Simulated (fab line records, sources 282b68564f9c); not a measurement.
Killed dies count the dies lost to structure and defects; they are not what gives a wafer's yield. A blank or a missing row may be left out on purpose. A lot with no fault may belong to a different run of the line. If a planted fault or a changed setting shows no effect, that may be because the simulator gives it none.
Struck lot and sound lot, side by side | flow rit cmos | 20 steps out of a route of 202
Sound: wafers L180.2, L180.4, L180.5. The struck wafers were L196.1, L196.4, L196.6. The cause is named last.
For every step that has rows: the tool of each side, followed by ch and its chambers, followed by its first start. Under that, the readings that differ: sound wafers | struck wafers | difference of the means | sigmas: that difference in standard deviations of wafers without a fault.
alike: same words and numbers on both sides, and readings whose means sit less than 2 such deviations apart. not compared: any withheld reading, any reading some wafer has no value for, any bound like >300 that may hide the same value, and any number with overlapping values for which the record gives no deviation.
A row with sigmas, a row that says differs or no value, or rows on one side alone: a step with any of these is where the two part. Numbers that don't overlap but have no deviation are shown without sigmas and don't part them. A reading that every wafer of one side lacks parts them only if that side has two wafers or more.

first, 4 steps without rows for these wafers: RIT_ACTIVE_SOFTBAKE_07 (time 60 s); RIT_ACTIVE_EXPOSE_08 (exposes mask M1, target cd 1400 nm); RIT_ACTIVE_PEB_09; RIT_ACTIVE_DEVELOP_10 (develop time 50 s).
RIT_ACTIVE_CD_MEAS_11: the cd target is 1400 nm.
  struck on cd sem-01, day 4 23:25; sound on cd sem-02, day 1 16:00
  alike: cd nm
then, 1 step without rows for these wafers: RIT_ACTIVE_HARDBAKE_12 (time 60 s).
RIT_ACTIVE_ETCH_13: etches Si3N4 in SF6, stops on SiO2, time 210 s, target depth 210 nm.
  sound on rie diel-04 ch 1,2,3, day 1 16:15; struck on rie diel-01 ch 0,1,3, day 4 23:41
  alike: SF6_flow_sccm, drypump motor current A, oes product au, throttle valve pct
  not compared: rf hours counter h
RIT_ACTIVE_STRIP_14: strips in O2, time 180 s.
  sound on plasma asher-03 ch 0, day 1 16:23; struck on plasma asher-03 ch 0,1, day 4 23:49
  alike: drypump motor current A
  not compared: rf hours counter h
RIT_ACTIVE_CD_MEAS_90: the cd target is 1400 nm.
  struck on cd sem-01, day 5 00:00; sound on cd sem-02, day 1 16:35
  alike: cd nm
then, 3 steps without rows for these wafers: RIT_ACTIVE_CLEAN_15 (cleans in SC1, time 600 s); RIT_ACTIVE_CLEAN_16 (cleans in dHF, time 30 s); RIT_ACTIVE_CLEAN_17 (cleans in SC2, time 600 s).
RIT_FOX1_OXIDATION_00: target thk 350.7 nm, ox time 1130 s.
  sound on furnace-01 ch 0, day 1 18:01; struck on furnace-03 ch 0, day 5 02:21
RIT_FOX1_THK_MEAS_01:
  struck on film metro-03, day 5 03:40; sound on film metro-03, day 1 19:21
  reading             | sound       | struck      | difference | sigmas
  FOX1_OXIDE_THK (nm) | 353 351 357 | 525 512 524 | +167       | +33
RIT_FOX1_WET_ETCH_02: etches SiO2 in BOE, target depth 350 nm, time 390 s.
  sound on wet bench-01 ch 2, day 1 19:24; struck on wet bench-01 ch 1, day 5 03:44
  reading                                  | sound             | struck            | difference | sigmas
  model.Si3N4_of_ACTIVE_CVD_03.thk nm (nm) | 138.1 137.9 138.3 | 133.6 132.5 133.7 | -4.8       |
  alike: bath heat duty pct
then, 1 step without rows for these wafers: RIT_FOX2_OXIDATION_00 (target thk 350.7 nm, ox time 1130 s).
RIT_FOX2_THK_MEAS_01:
  struck on film metro-03, day 5 05:16; sound on film metro-03, day 1 20:57
  alike: FOX2_OXIDE_THK
RIT_FOX2_CLEAN_02: cleans in dHF, time 180 s.
  sound on wet bench-04 ch 3, day 1 21:00; struck on wet bench-02 ch 3, day 5 05:21
  reading                                  | sound           | struck            | difference | sigmas
  model.Si3N4_of_ACTIVE_CVD_03.thk nm (nm) | 131 130.9 131.3 | 126.5 125.5 126.7 | -4.8       |
then, 1 step without rows for these wafers: RIT_FOX2_WET_ETCH_03 (etches Si3N4 in H3PO4, target depth 195 nm, time 2700 s).
RIT_M1_PROBE_99:
  rows exist in the record for the sound wafers here (prober-01, day 3 15:58), none for the struck ones

## WHERE THEY PART
First at RIT_FOX1_THK_MEAS_01; last, within this record, at RIT_M1_PROBE_99.

WHY: what had been put in by the simulator
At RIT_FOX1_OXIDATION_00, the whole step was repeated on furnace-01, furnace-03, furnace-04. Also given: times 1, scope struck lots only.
